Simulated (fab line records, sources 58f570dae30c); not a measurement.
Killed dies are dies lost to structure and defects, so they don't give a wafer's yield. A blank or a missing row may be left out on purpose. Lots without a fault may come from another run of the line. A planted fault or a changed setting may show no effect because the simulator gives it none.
A struck lot beside a sound one | flow berkeley_cmos170 | 14 steps out of a route of 331
Sound: wafers L154.1, L154.2, L154.3. Struck: wafers L164.1, L164.3, L164.5. The cause comes at the end.
At each step with rows: each side's tool, then ch and its chambers, then its first start. Under that, the readings that differ: sound wafers | struck wafers | difference of the means | sigmas: that difference in standard deviations of wafers without a fault.
alike: readings whose means differ by less than 2 such deviations, and words and numbers that are the same on both sides. not compared: withheld readings, readings that some wafer has no value for, bounds like >300 that may hide the same value, and numbers for which the record gives no deviation and whose values overlap.
The two part at a step that has a row with sigmas, a row that says differs or no value, or rows on one side only. Numbers that don't overlap but have no deviation are shown without sigmas and don't part them. A reading that every wafer of one side lacks parts them only if that side has two wafers or more.

first, 4 steps without rows for these wafers: UCB170_WELLDRIVE_WET_ETCH_04 (etches SiO2 in BOE, time 120 s); UCB170_ACTIVE_CLEAN_00 (cleans in SPM, time 600 s); UCB170_ACTIVE_CLEAN_01 (cleans in dHF, time 60 s); UCB170_ACTIVE_OXIDATION_02 (target thk 26.4 nm, ox time 1260 s).
UCB170_ACTIVE_THK_MEAS_03:
  sound on film_metro-04, day 4 09:46; struck on film_metro-02, day 6 19:37
  alike: ACTIVE_OXIDE_THK
then, 2 steps without rows for these wafers: UCB170_ACTIVE_ANNEAL_04 (time 900 s); UCB170_ACTIVE_CVD_05 (deposits Si3N4 from SiH2Cl2/NH3, target thk 220 nm, time 3300 s).
UCB170_ACTIVE_THK_MEAS_06:
  sound on film_metro-02, day 4 17:35; struck on film_metro-01, day 7 01:07
  alike: ACTIVE_NITRIDE_THK
then, 4 steps without rows for these wafers: UCB170_ACTIVE_HMDS_07 (prime time 60 s); UCB170_ACTIVE_COAT_08 (resist thk 900 nm); UCB170_ACTIVE_SOFTBAKE_09 (time 60 s); UCB170_ACTIVE_EXPOSE_10 (exposes mask ACTIVE, target cd 1200 nm).
UCB170_ACTIVE_PEB_11:
  sound on litho_track-02 ch 0, day 4 19:23; struck on litho_track-02, day 7 03:02
  no value came back on the struck wafers for chill_plate_temp_C (C), exhaust_pa (Pa); on the sound wafers chill_plate_temp_C (C) reads 22.93 22.86 22.95
then, 1 step without rows for these wafers: UCB170_ACTIVE_DEVELOP_12 (develop time 45 s).

WHERE THEY PART
Only at UCB170_ACTIVE_PEB_11, within this record.

WHY: what the simulator had put in
Skipped step whole: litho_track-02, from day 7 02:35 on, at UCB170_ACTIVE_PEB_11. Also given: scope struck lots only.
